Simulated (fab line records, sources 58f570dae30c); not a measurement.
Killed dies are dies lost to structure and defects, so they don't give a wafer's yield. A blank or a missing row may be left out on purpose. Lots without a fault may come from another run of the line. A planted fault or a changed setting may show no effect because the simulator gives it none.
Which tool did it? | flow berkeley_cmos170 | 14 lots, 42 wafers sampled, at 5 steps of a route of 331

WHAT THE GAUGES READ, wafer by wafer
UCB170_PFIELD_OVL_MEAS_06. Usual: PFIELD_OVL -2 nm, standard deviation 4.8.
lot  | measured    | on         | PFIELD_OVL (nm) | flag
L637 | day 5 04:11 | overlay-01 | 4 0 1           |
L638 | day 5 03:55 | overlay-02 | -2 -1 1         |
L639 | day 6 08:56 | overlay-02 | -6 -1 -7        |
L640 | day 6 09:01 | overlay-01 | 3 -1 -9         |
L643 | day 6 11:11 | overlay-01 | 3 5 2           |
L644 | day 6 12:01 | overlay-01 | -4 1 -4         |
L650 | day 7 17:58 | overlay-02 | -7 -4 0         |
L651 | day 7 13:41 | overlay-01 | -2 -13 -13      |
L653 | day 8 00:14 | overlay-01 | 3 -7 -2         |
L652 | day 8 00:01 | overlay-01 | 2 2 6           |
L656 | day 9 02:08 | overlay-02 | 1 -2 -7         |
L655 | day 9 01:08 | overlay-01 | 6 9 10          |
L659 | day 9 05:56 | overlay-01 | -4 -6 1         |
L660 | day 9 06:13 | overlay-01 | -2 -10 -4       |

UCB170_SCREENOX_THK_MEAS_02. Usual: SCREENOX_OXIDE_THK 14.3 nm, standard deviation 0.31.
lot  | measured     | on            | SCREENOX_OXIDE_THK (nm) | flag
L637 | day 6 07:44  | film_metro-04 | 13.9 13.8 13.8          |
L638 | day 6 07:44  | film_metro-02 | 14.2 13.7 14.0          |
L639 | day 7 11:16  | film_metro-02 | 14.5 14.5 14.4          |
L640 | day 7 11:12  | film_metro-01 | 14.5 14.4 14.5          |
L643 | day 7 11:11  | film_metro-02 | 14.5 14.4 14.3          |
L644 | day 7 11:20  | film_metro-01 | 14.3 14.4 13.9          |
L650 | day 8 21:40  | film_metro-01 | 14.4 14.1 14.2          |
L651 | day 8 14:44  | film_metro-02 | 13.7 13.8 13.7          |
L653 | day 9 03:59  | film_metro-01 | 14.3 14.2 14.3          |
L652 | day 9 04:00  | film_metro-04 | 14.2 14.2 14.1          |
L656 | day 10 07:20 | film_metro-01 | 14.4 14.6 14.5          |
L655 | day 10 07:23 | film_metro-01 | 14.7 14.4 14.6          |
L659 | day 10 07:20 | film_metro-04 | 14.4 14.2 14.5          |
L660 | day 10 07:18 | film_metro-04 | 14.5 14.5 14.6          |

WHICH TOOL RAN EACH LOT (tool, then ch and the chambers of the sampled wafers, then the start)
lot  | UCB170_NWELL_ETCH_13              | UCB170_PFIELD_COAT_01            | UCB170_PFIELD_STRIP_08
L637 | rie_diel-02 ch 1,2, day 2 14:54   | litho_track-01 ch 0, day 5 03:26 | plasma_asher-04 ch 0,1, day 5 04:22
L638 | rie_diel-03 ch 1,2, day 2 14:58   | litho_track-01 ch 0, day 5 02:59 | plasma_asher-02 ch 0,1, day 5 04:07
L639 | rie_diel-02 ch 1,2, day 3 13:22   | litho_track-01 ch 0, day 6 07:02 | plasma_asher-02 ch 0,1, day 6 09:08
L640 | rie_diel-03 ch 0,1,2, day 3 13:35 | litho_track-03 ch 0, day 6 07:06 | plasma_asher-03 ch 1, day 6 09:11
L643 | rie_diel-02 ch 1,2,3, day 4 02:19 | litho_track-03 ch 0, day 6 09:09 | plasma_asher-02 ch 0,1, day 6 11:25
L644 | rie_diel-03 ch 0,2,3, day 4 09:40 | litho_track-02 ch 0, day 6 10:03 | plasma_asher-03 ch 0,1, day 6 12:13
L650 | rie_diel-02 ch 0,1,3, day 5 04:09 | litho_track-01 ch 0, day 7 16:31 | plasma_asher-02 ch 0,1, day 7 18:08
L651 | rie_diel-02 ch 0,2,3, day 5 07:34 | litho_track-02 ch 0, day 7 12:52 | plasma_asher-03 ch 0,1, day 7 13:52
L653 | rie_diel-02 ch 0,1, day 5 18:15   | litho_track-03 ch 0, day 7 23:32 | plasma_asher-04 ch 0,1, day 8 00:25
L652 | rie_diel-04 ch 0,3, day 5 18:22   | litho_track-02 ch 0, day 7 23:10 | plasma_asher-03 ch 0,1, day 8 00:14
L656 | rie_diel-02 ch 1,2, day 6 10:04   | litho_track-01 ch 0, day 8 23:31 | plasma_asher-02 ch 0,1, day 9 02:19
L655 | rie_diel-03 ch 2,3, day 6 10:20   | litho_track-03 ch 0, day 8 23:13 | plasma_asher-02 ch 0,1, day 9 01:19
L659 | rie_diel-02 ch 2,3, day 7 00:49   | litho_track-01 ch 0, day 9 04:44 | plasma_asher-02 ch 0,1, day 9 06:07
L660 | rie_diel-03 ch 2,3, day 7 03:46   | litho_track-01 ch 0, day 9 05:14 | plasma_asher-02 ch 0,1, day 9 06:26
- UCB170_NWELL_ETCH_13: etches Si3N4 in CH3F/Ar/O2, stops on SiO2, target depth 246.4 nm, time 154 s.
- UCB170_PFIELD_COAT_01: resist thk 900 nm.
- UCB170_PFIELD_STRIP_08: strips in O2.

WHAT THE TOOLS THEMSELVES READ (means of the sampled wafers that have a number; where no wafer has one, the mark that the record gives instead)
UCB170_NWELL_ETCH_13. Usual: chamber_pressure_mTorr 49.99 mTorr, standard deviation 0.044; drypump_motor_current_A 5.6 A, standard deviation 0.4; oes_product_au 0.938 a.u., standard deviation 0.016; throttle_valve_pct 8.15 %, standard deviation 0.11.
lot  | tool        | chamber_pressure_mTorr (mTorr) | drypump_motor_current_A (A) | oes_product_au (a.u.) | throttle_valve_pct (%) | flag
L637 | rie_diel-02 | 50.02                          | 5.8                         | 0.947                 | 8.22                   |
L638 | rie_diel-03 | 49.95                          | 5.6                         | 0.932                 | 8.16                   |
L639 | rie_diel-02 | 49.99                          | 5.8                         | 0.954                 | 8.23                   |
L640 | rie_diel-03 | 49.99                          | 5.3                         | 0.936                 | 8.13                   |
L643 | rie_diel-02 | 50.02                          | 5.6                         | 0.944                 | 8.19                   |
L644 | rie_diel-03 | 50.00                          | 5.3                         | 0.934                 | 8.06                   |
L650 | rie_diel-02 | 50.02                          | 5.5                         | 0.942                 | 8.13                   |
L651 | rie_diel-02 | 49.99                          | 5.4                         | 0.943                 | 8.24                   |
L653 | rie_diel-02 | 50.03                          | 5.7                         | 0.934                 | 8.12                   |
L652 | rie_diel-04 | 49.95                          | 5.9                         | 0.926                 | 8.18                   |
L656 | rie_diel-02 | 49.98                          | 5.9                         | 0.942                 | 8.13                   |
L655 | rie_diel-03 | 50.01                          | 5.5                         | 0.930                 | 7.99                   |
L659 | rie_diel-02 | 50.01                          | 5.5                         | 0.954                 | 8.29                   |
L660 | rie_diel-03 | 50.00                          | 5.5                         | 0.929                 | 7.99                   |

UCB170_PFIELD_COAT_01. Usual: dispense_pressure_kPa 47.5 kPa, standard deviation 0.89.
lot  | tool           | dispense_pressure_kPa (kPa) | flag
L637 | litho_track-01 | 47.7                        |
L638 | litho_track-01 | 47.7                        |
L639 | litho_track-01 | 47.7                        |
L640 | litho_track-03 | 46.2                        |
L643 | litho_track-03 | 46.2                        |
L644 | litho_track-02 | 48.4                        |
L650 | litho_track-01 | 47.7                        |
L651 | litho_track-02 | 48.4                        |
L653 | litho_track-03 | 46.2                        |
L652 | litho_track-02 | 48.4                        |
L656 | litho_track-01 | 47.7                        |
L655 | litho_track-03 | 46.2                        |
L659 | litho_track-01 | 47.7                        |
L660 | litho_track-01 | 47.7                        |

UCB170_PFIELD_STRIP_08. Usual: chamber_pressure_mTorr 3500.5 mTorr, standard deviation 3; drypump_motor_current_A 5.8 A, standard deviation 0.41; o2_flow_sccm 399.9 sccm, standard deviation 1.4; oes_product_au 0.735 a.u., standard deviation 0.0048; strip_time_to_endpoint_s 21.62 s, standard deviation 0.076.
lot  | tool            | chamber_pressure_mTorr (mTorr) | drypump_motor_current_A (A) | o2_flow_sccm (sccm) | oes_product_au (a.u.) | strip_time_to_endpoint_s (s) | flag
L637 | plasma_asher-04 | 3499.2                         | 5.4                         | 401.2               | 0.735                 | 21.69                        |
L638 | plasma_asher-02 | 3502.5                         | 6.0                         | 400.8               | 0.732                 | 21.55                        |
L639 | plasma_asher-02 | 3498.3                         | 6.0                         | 399.8               | 0.736                 | 21.63                        |
L640 | plasma_asher-03 | 3501.1                         | 5.4                         | 399.9               | 0.735                 | 21.74                        |
L643 | plasma_asher-02 | 3498.4                         | 6.0                         | 401.0               | 0.741                 | 21.79                        |
L644 | plasma_asher-03 | 3498.1                         | 5.3                         | 399.9               | 0.738                 | 21.72                        |
L650 | plasma_asher-02 | 3500.4                         | 6.0                         | 400.8               | 0.734                 | 21.72                        |
L651 | plasma_asher-03 | 3500.4                         | 5.3                         | 399.2               | 0.737                 | 22.73                        | OFF
L653 | plasma_asher-04 | 3499.9                         | 5.4                         | 401.1               | 0.735                 | 21.55                        |
L652 | plasma_asher-03 | 3500.8                         | 5.3                         | 399.4               | 0.735                 | 22.79                        | OFF
L656 | plasma_asher-02 | 3501.1                         | 6.2                         | 400.8               | 0.734                 | 21.53                        |
L655 | plasma_asher-02 | 3502.2                         | 6.2                         | 401.9               | 0.737                 | 21.62                        |
L659 | plasma_asher-02 | 3499.2                         | 6.2                         | 399.4               | 0.733                 | 21.54                        |
L660 | plasma_asher-02 | 3498.6                         | 6.2                         | 400.4               | 0.735                 | 21.55                        |

THE ANSWER, worked out from the rows above alone
Rule: a lot is off if the mean of its wafers that have a number lies more than 3 standard deviations from the usual mean. A lot without any number at a reading at which 4 lots or more have one is off too. The other lots that the step has rows for count as sound. The gauges are gone through in route order, then the tools' own readings, and for those a lot's mean is taken as printed above. The first step at which some lot is off is used, and at that step the reading that is off furthest; a lot without a number counts as furthest.
Off: L651, L652, at UCB170_PFIELD_STRIP_08 (strip_time_to_endpoint_s).
A tool fits if, at that step or a process step before it, it ran every lot that is off, and no sound lot after the first of them. Can't be told from this: 2 tools fit, litho_track-02 at UCB170_PFIELD_COAT_01, plasma_asher-03 at UCB170_PFIELD_STRIP_08.

WHAT THE SIMULATOR HAD PUT IN
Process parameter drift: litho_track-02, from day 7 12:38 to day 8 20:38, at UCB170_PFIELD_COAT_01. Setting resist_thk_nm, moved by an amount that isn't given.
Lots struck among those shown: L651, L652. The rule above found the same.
